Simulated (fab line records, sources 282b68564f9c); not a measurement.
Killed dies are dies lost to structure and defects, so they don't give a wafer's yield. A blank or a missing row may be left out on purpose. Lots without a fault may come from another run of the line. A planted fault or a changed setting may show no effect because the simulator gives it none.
A struck lot beside a sound one | flow rit_cmos | 27 steps out of a route of 202
Sound: wafers L821.1, L821.2, L821.5. Struck: wafers L830.1, L830.4, L830.6. The cause comes at the end.
At each step with rows: each side's tool, then ch and its chambers, then its first start. Under that, the readings that differ: sound wafers | struck wafers | difference of the means | sigmas: that difference in standard deviations of wafers without a fault.
alike: readings whose means differ by less than 2 such deviations, and words and numbers that are the same on both sides. not compared: withheld readings, readings that some wafer has no value for, bounds like >300 that may hide the same value, and numbers for which the record gives no deviation and whose values overlap.
The two part at a step that has a row with sigmas, a row that says differs or no value, or rows on one side only. Numbers that don't overlap but have no deviation are shown without sigmas and don't part them. A reading that every wafer of one side lacks parts them only if that side has two wafers or more.

first, 4 steps without rows for these wafers: RIT_CONTACT_SOFTBAKE_04 (time 60 s); RIT_CONTACT_EXPOSE_05 (exposes mask M11, target cd 1000 nm); RIT_CONTACT_PEB_06; RIT_CONTACT_DEVELOP_07 (develop time 120 s).
RIT_CONTACT_CD_MEAS_08: target cd 1000 nm.
  sound on cd_sem-02, day 5 21:02; struck on cd_sem-02, day 7 17:52
  reading    | sound                | struck            | difference | sigmas
  cd_nm (nm) | 1002.3 1002.4 1001.3 | 999.1 998.2 997.8 | -3.6       | -2
RIT_CONTACT_OVL_MEAS_09:
  sound on overlay-01, day 5 21:09; struck on overlay-02, day 7 17:59
  alike: CONTACT_OVL
then, 1 step without rows for these wafers: RIT_CONTACT_HARDBAKE_10 (time 60 s).
RIT_CONTACT_ETCH_11: etches SiO2 in CHF3/CF4/Ar, stops on TiSi2, target depth 480 nm, time 320 s.
  sound on rie_diel-01 ch 1,2, day 5 21:20; struck on rie_diel-04 ch 2,3, day 7 18:10
  alike: drypump_motor_current_A, oes_product_au, throttle_valve_pct
  not compared: rf_hours_counter_h
RIT_CONTACT_STRIP_12: strips in O2, time 180 s.
  sound on plasma_asher-01 ch 0,1, day 5 21:32; struck on plasma_asher-01 ch 0,1, day 7 18:22
  alike: drypump_motor_current_A
  not compared: rf_hours_counter_h
RIT_CONTACT_CD_MEAS_90: target cd 1000 nm.
  sound on cd_sem-01, day 5 21:42; struck on cd_sem-01, day 7 18:32
  alike: cd_nm
then, 2 steps without rows for these wafers: RIT_CONTACT_CLEAN_13 (cleans in SC1, time 600 s); RIT_CONTACT_CLEAN_14 (cleans in SC2, time 600 s).
RIT_M1_SPUTTER_00: material Al, target thk 400 nm, time 500 s.
  sound on pvd_sputter-04, day 5 22:11; struck on pvd_sputter-01, day 7 19:01
  reading                               | sound           | struck            | difference | sigmas
  throttle_valve_pct (%)                | 28.5 29.0 28.3  | 30.5 30.1 30.3    | +1.7       | +2
  model.Al_of_M1_SPUTTER_00.thk_nm (nm) | 390.8 394.1 392 | 414.8 412.8 415.5 | +22.1      |
RIT_M1_RS_MEAS_01: measures by four-point-probe.
  sound on film_metro-03, day 5 22:29; struck on film_metro-04, day 7 19:19
  reading           | sound                | struck               | difference | sigmas
  M1_AL_RS (ohm/sq) | 0.0754 0.0747 0.0750 | 0.0709 0.0711 0.0706 | -0.0042    | -5
RIT_M1_THK_MEAS_02: measures by xrf.
  sound on film_metro-03, day 5 22:37; struck on film_metro-04, day 7 19:26
  reading        | sound       | struck      | difference | sigmas
  M1_AL_THK (nm) | 391 393 393 | 410 409 412 | +18        | +4
then, 6 steps without rows for these wafers: RIT_M1_HMDS_03 (prime time 60 s); RIT_M1_COAT_04 (resist thk 1300 nm); RIT_M1_SOFTBAKE_05 (time 60 s); RIT_M1_EXPOSE_06 (exposes mask M12, target cd 2600 nm); RIT_M1_PEB_07; RIT_M1_DEVELOP_08 (develop time 68 s).
RIT_M1_CD_MEAS_09: target cd 2600 nm.
  sound on cd_sem-02, day 5 23:40; struck on cd_sem-02, day 7 20:23
  alike: cd_nm
RIT_M1_OVL_MEAS_10:
  sound on overlay-01, day 5 23:47; struck on overlay-02, day 7 20:30
  alike: M1_OVL
then, 1 step without rows for these wafers: RIT_M1_HARDBAKE_11 (time 120 s).
RIT_M1_METAL_ETCH_12: etches Al in Cl2/BCl3, stops on SiO2, time 165 s, target depth 600 nm.
  sound on rie_metal-03 ch 0,1, day 6 00:05; struck on rie_metal-02 ch 0,1, day 7 20:47
  reading                        | sound             | struck            | difference | sigmas
  oes_product_au (a.u.)          | 0.781 0.760 0.778 | 0.791 0.791 0.803 | +0.022     | +2
  model.M1.feature_depth_nm (nm) | 422.2 426.1 423.3 | 447.9 444.7 447.6 | +22.9      |
  model.etch.depth_nm (nm)       | 390.8 394.1 392   | 414.8 412.8 415.5 | +22.1      |
  alike: drypump_motor_current_A, throttle_valve_pct
  not compared: rf_hours_counter_h
then, 1 step without rows for these wafers: RIT_M1_STRIP_13 (strips in nmp, time 600 s).
RIT_M1_PROBE_99:
  sound on prober-01, day 6 02:22; struck on prober-01, day 7 23:02
  reading                  | sound                   | struck                  | difference | sigmas
  model.etest.m1.rs_ohm_sq | 0.07402 0.07343 0.07433 | 0.07049 0.07069 0.06968 | -0.00364   |
  alike: defect_limited_yield, killed_at_M0_to_M3, killed_at_front_end, killed_dies, killed_open, killed_short, sort_bin_3_pad_short, sort_bin_5_function, sort_bin_6_memory, sort_n_pass, sort_yield_pct

WHERE THEY PART
First at RIT_CONTACT_CD_MEAS_08; last, within this record, at RIT_M1_METAL_ETCH_12. Later steps at which nothing parts them and some readings are alike: RIT_M1_PROBE_99.

WHY: what the simulator had put in
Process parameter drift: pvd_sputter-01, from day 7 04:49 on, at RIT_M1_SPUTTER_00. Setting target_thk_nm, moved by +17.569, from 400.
